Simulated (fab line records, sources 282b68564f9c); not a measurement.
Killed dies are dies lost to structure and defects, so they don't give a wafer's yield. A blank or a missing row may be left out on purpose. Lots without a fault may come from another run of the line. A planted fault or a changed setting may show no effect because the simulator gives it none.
A struck lot beside a sound one | flow rit_cmos | 17 steps out of a route of 202
Sound: wafers L810.1, L810.3, L810.5. Struck: wafers L805.1, L805.2, L805.5. The cause comes at the end.
At each step with rows: each side's tool, then ch and its chambers, then its first start. Under that, the readings that differ: sound wafers | struck wafers | difference of the means | sigmas: that difference in standard deviations of wafers without a fault.
alike: readings whose means differ by less than 2 such deviations, and words and numbers that are the same on both sides. not compared: withheld readings, readings that some wafer has no value for, bounds like >300 that may hide the same value, and numbers for which the record gives no deviation and whose values overlap.
The two part at a step that has a row with sigmas, a row that says differs or no value, or rows on one side only. Numbers that don't overlap but have no deviation are shown without sigmas and don't part them. A reading that every wafer of one side lacks parts them only if that side has two wafers or more.

RIT_PWELL_TW_MEAS_10:
  sound on film_metro-03, day 6 04:31; struck on film_metro-02, day 5 04:48
  alike: PWELL_TW
then, 1 step without rows for these wafers: RIT_WELLDRIVE_ANNEAL_00 (time 14700 s).
RIT_WELLDRIVE_RS_MEAS_01: measures by four-point-probe.
  sound on film_metro-04, day 6 11:04; struck on film_metro-03, day 5 10:52
  reading           | sound             | struck            | difference | sigmas
  NWELL_RS (ohm/sq) | 276.5 277.0 276.8 | 275.2 275.2 275.5 | -1.5       | -2
RIT_WELLDRIVE_RS_MEAS_02: measures by four-point-probe.
  sound on film_metro-04, day 6 11:11; struck on film_metro-03, day 5 10:59
  alike: PWELL_RS
then, 6 steps without rows for these wafers: RIT_NRETRO_HMDS_00 (prime time 60 s); RIT_NRETRO_COAT_01 (resist thk 1300 nm); RIT_NRETRO_SOFTBAKE_02 (time 60 s); RIT_NRETRO_EXPOSE_03 (exposes mask M4, target cd 43900 nm); RIT_NRETRO_PEB_04; RIT_NRETRO_DEVELOP_05 (develop time 68 s).
RIT_NRETRO_OVL_MEAS_06:
  sound on overlay-01, day 6 12:18; struck on overlay-01, day 5 11:59
  alike: NRETRO_OVL
then, 1 step without rows for these wafers: RIT_NRETRO_HARDBAKE_07 (time 120 s).
RIT_NRETRO_IMPLANT_08:
  sound on implanter-04 ch 0, day 6 12:46; struck on implanter-02 ch 0, day 5 12:16
  reading                   | sound                | struck               | difference | sigmas
  beam_energy_keV           | 69.996 70.011 69.973 | 45.469 45.483 45.545 | -24.494    | -99 or more
  model.implant.rp_nm (nm)  | 81.57 81.57 81.57    | 52.46 52.46 52.46    | -29.11     |
  model.implant.drp_nm (nm) | 33.94 33.94 33.94    | 23.6 23.6 23.6       | -10.3      |
  alike: beam_on_s
RIT_NRETRO_STRIP_09: strips in O2, time 180 s.
  sound on plasma_asher-02 ch 0,1, day 6 12:55; struck on plasma_asher-03 ch 0,1, day 5 12:25
  alike: drypump_motor_current_A
  not compared: rf_hours_counter_h
RIT_NRETRO_TW_MEAS_10:
  sound on film_metro-04, day 6 13:05; struck on film_metro-03, day 5 12:35
  reading   | sound          | struck      | difference | sigmas
  NRETRO_TW | 1029 1041 1040 | 941 944 945 | -93        | -12
then, 1 step without rows for these wafers: RIT_PRETRO_HMDS_00 (prime time 60 s).
RIT_M1_PROBE_99:
  sound on prober-02, day 7 17:14; struck on prober-01, day 6 19:16
  reading                                 | sound                   | struck                  | difference | sigmas
  model.etest.well_edge_right.line_ohm_um | 182.5 184.3 181.7       | 191.4 191.3 188.4       | +7.5       |
  model.etest.diode_pplus_comb.cj_ff_um2  | 1.955 1.956 1.971       | 1.946 1.951 1.941       | -0.015     |
  model.etest.pmos_narrow.vt_less_v (V)   | 0.02135 0.02144 0.02232 | 0.04334 0.03771 0.03743 | +0.01779   |
  model.etest.pmos_0p15.vt_long_v (V)     | -0.5705 -0.5721 -0.5679 | -0.5881 -0.5912 -0.582  | -0.0169    |
  alike: killed_at_contacts, killed_at_front_end, killed_dies, killed_open, killed_short
  not compared: model.etest.well_edge_left.line_ohm_um, model.etest.diode_pplus_nwell.bv_v, model.etest.diode_pplus_nwell.cj_ff_um2, model.etest.cap_p_gate.c_min_ff_um2

WHERE THEY PART
First at RIT_WELLDRIVE_RS_MEAS_01; last, within this record, at RIT_NRETRO_TW_MEAS_10. Later steps at which nothing parts them and some readings are alike: RIT_M1_PROBE_99.

WHY: what the simulator had put in
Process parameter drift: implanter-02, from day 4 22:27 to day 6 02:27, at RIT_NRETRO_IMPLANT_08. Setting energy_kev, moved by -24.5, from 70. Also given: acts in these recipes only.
